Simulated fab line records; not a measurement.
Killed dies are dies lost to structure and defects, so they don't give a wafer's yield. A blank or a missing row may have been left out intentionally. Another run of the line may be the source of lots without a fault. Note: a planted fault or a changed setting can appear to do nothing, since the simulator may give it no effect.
Code-filled problem report in 8D (eight disciplines) form ; flow rit cmos ; the parts of the form that need people (team, actions taken, sign-off) are left out

1. PROBLEM STATEMENT
Across 6 wafers from 2 lots, M1_OVL at RIT_M1_OVL_MEAS_10 averages 362.1 nm, while fault-free wafers read 1.0 nm with a standard deviation of 1.4. So: +99 or more standard deviations from the usual mean.
Earliest sighting: wafer L688.1 on overlay-02 at day 7 15:40. Wafers with a number at this step in the record: 42, from 14 lots. Rule for "out" (also "out of limits"): further than 4 standard deviations from the usual mean. All remaining wafers that have a number are taken as sound.

2. WHAT IT IS; WHAT IT IS NOT
question;is;is not
which readings at this step;M1_OVL;-
which lots;L688, L689;L668, L669, L670, L671, L673, L674, L675, L677, L678, L679, L680, L681
which wafers of those lots;all that have a number;-
read on which gauges;overlay-02;overlay-01
when;from day 7 15:40;up to then (36 sound wafers)

3. THE SUSPECTS, EACH WITH WHAT RULES IT OUT
Counting: a tool at a process step up to the reading stays a suspect if it ran every lot that is out and no sound lot after the first of them.
- the gauge at RIT_M1_OVL_MEAS_10: kept. All the wafers that are out were read on overlay-02, and no step on other tools shows them out.
- iline stepper-02 at RIT_M1_EXPOSE_06 (exposes mask M12, target cd 2600 nm): kept. Every lot that is out went through it, starting with L688 (day 7 15:07), and after that it ran no sound lot; the last sound lot it ran before then is L675 (day 4 22:44).
The count leaves overlay-02 at RIT_M1_OVL_MEAS_10 and iline stepper-02 at RIT_M1_EXPOSE_06.

4. THE CAUSE (what the simulator had put in)
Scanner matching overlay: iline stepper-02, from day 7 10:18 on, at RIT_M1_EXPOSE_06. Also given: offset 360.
Of the 2 suspects that counting leaves, this tool is one.

5. THE CHAIN OF EFFECTS, in route order
Each row: a reading where the mean over the struck wafers with a number is more than 3 standard deviations away from the usual. Only readings for which the record gives a usual standard deviation are gone through. hours: the time from each lot's start at the first step in this table that gives one to its start at this step, as a median over the lots. sigmas: the change in usual standard deviations.
hours;step;reading;usual;on struck wafers;change;sigmas
0;RIT_M1_OVL_MEAS_10;M1_OVL;1.0 nm;362.1;+361.1;+99 or more

6. WHAT WOULD HAVE CAUGHT IT SOONER
In this record the first reading out of limits at a measuring or inspecting step was taken at day 7 15:40, 5 hours after the fault began at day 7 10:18.
Of the tool readings at RIT_M1_EXPOSE_06 for which the record gives a usual standard deviation, none was out on any struck wafer, so an alarm limit of 4 standard deviations on them would not have fired.
Among the 2 lots that are out, L689 began RIT_M1_EXPOSE_06 on iline stepper-02 after day 7 15:40. Putting the tool on hold at that point would have spared it.
